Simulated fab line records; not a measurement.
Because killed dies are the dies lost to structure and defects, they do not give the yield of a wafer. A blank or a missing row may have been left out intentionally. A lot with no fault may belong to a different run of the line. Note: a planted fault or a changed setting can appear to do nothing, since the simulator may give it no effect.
2 desks looking at one fault	flow rit-cmos	what lay behind the numbers comes last; until then each desk has only its own

## DESK OF THE TOOL OWNER: implanter-01
The tool's own readings at RIT_PRETRO_IMPLANT_08: means of the sampled wafers that have a number, for each lot that ran on this tool. If a lot's mean is further than 4 standard deviations from the usual mean, the lot is out of limits and carries the mark OUT (the distance appears in the brackets).
Columns: A = dose-ions-cm2 at RIT_PRETRO_IMPLANT_08, usual 1.1999e+13; B = faraday-current-uA at RIT_PRETRO_IMPLANT_08, usual 38.0; C = tilt-deg at RIT_PRETRO_IMPLANT_08, usual 6.998 degrees
lot	first seen here	A	B	C
L977	day 2 19:15	1.2015e+13	38.3	6.999
L980	day 3 08:37	1.1997e+13	37.8	7.015
L981	day 3 11:34	1.1986e+13	38.1	7.010
L982	day 3 19:14	1.1999e+13	38.3	6.993
L983	day 4 02:47	1.2012e+13	38.3	6.986
L986	day 4 13:32	1.1991e+13	37.6	6.989
L989	day 5 03:07	1.2093e+12 (-99 or more) OUT	3.8 (-48) OUT	6.988
L990	day 5 09:23	1.1987e+12 (-99 or more) OUT	3.8 (-47) OUT	6.989
L992	day 5 22:19	1.2023e+12 (-99 or more) OUT	3.8 (-48) OUT	7.009
This desk finds L989, L990, L992 out of limits, L989 being first, at day 5 03:07 (dose-ions-cm2 at RIT_PRETRO_IMPLANT_08). L977, L980, L981, L982, L983, L986: within limits.

## THE METROLOGY DESK
What the gauges read, lot by lot, whatever tool the lot ran on: means of the sampled wafers that have a number. If a lot's mean is further than 4 standard deviations from the usual mean, the lot is out of limits and carries the mark OUT (the distance appears in the brackets).
Columns: A = NWELL_RS at RIT_WELLDRIVE_RS_MEAS_01, usual 275.9 ohm/sq; B = PRETRO_TW at RIT_PRETRO_TW_MEAS_10, usual 475; C = FIELD_OXIDE_LEFT_2_THK at RIT_FOX2_THK_MEAS_91, usual 253 nm
lot	first seen here	A	B	C
L976	day 2 11:08	275.6	468	249
L977	day 2 16:05	275.2	470	257
L978	day 2 19:51	274.6	470	261
L979	day 3 00:32	275.7	471	249
L980	day 3 05:39	276.9	472	253
L981	day 3 08:29	276.4	482	252
L982	day 3 15:57	276.3	478	246
L983	day 3 23:37	276.8	478	259
L984	day 4 05:14	275.2	477	242
L985	day 4 06:16	276.3	470	241
L986	day 4 10:22	275.3	482	254
L989	day 5 00:01	275.5	239 (-45) OUT	-
L990	day 5 06:10	274.5	234 (-46) OUT	-
L992	day 5 19:14	275.6	239 (-45) OUT	-
L997	day 6 13:52	276.9	481	255
This desk's result: L989, L990, L992 out of limits, first on L989 (PRETRO_TW at RIT_PRETRO_TW_MEAS_10), day 5 03:25. L976, L977, L978, L979, L980, L981, L982, L983, L984, L985, L986, L997: within limits.

## BROUGHT TOGETHER
The tool owner's desk had the chance to raise an alarm at day 5 03:07 on L989, L990, L992.
An alarm was possible from the metrology desk at day 5 03:25, on L989, L990, L992.
On implanter-01, each named lot ran RIT_PRETRO_IMPLANT_08.

## WHAT THE SIMULATOR HAD INSERTED
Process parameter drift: implanter-01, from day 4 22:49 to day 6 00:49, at RIT_PRETRO_IMPLANT_08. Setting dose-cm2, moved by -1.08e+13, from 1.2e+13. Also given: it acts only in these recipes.
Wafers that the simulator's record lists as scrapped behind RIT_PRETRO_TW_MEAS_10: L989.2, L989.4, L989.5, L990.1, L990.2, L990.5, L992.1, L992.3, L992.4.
Struck lots among those shown: L989, L990, L992.
Fault start to first reading out of limits, in hours, per desk: tool owner, 4; metrology, 5.
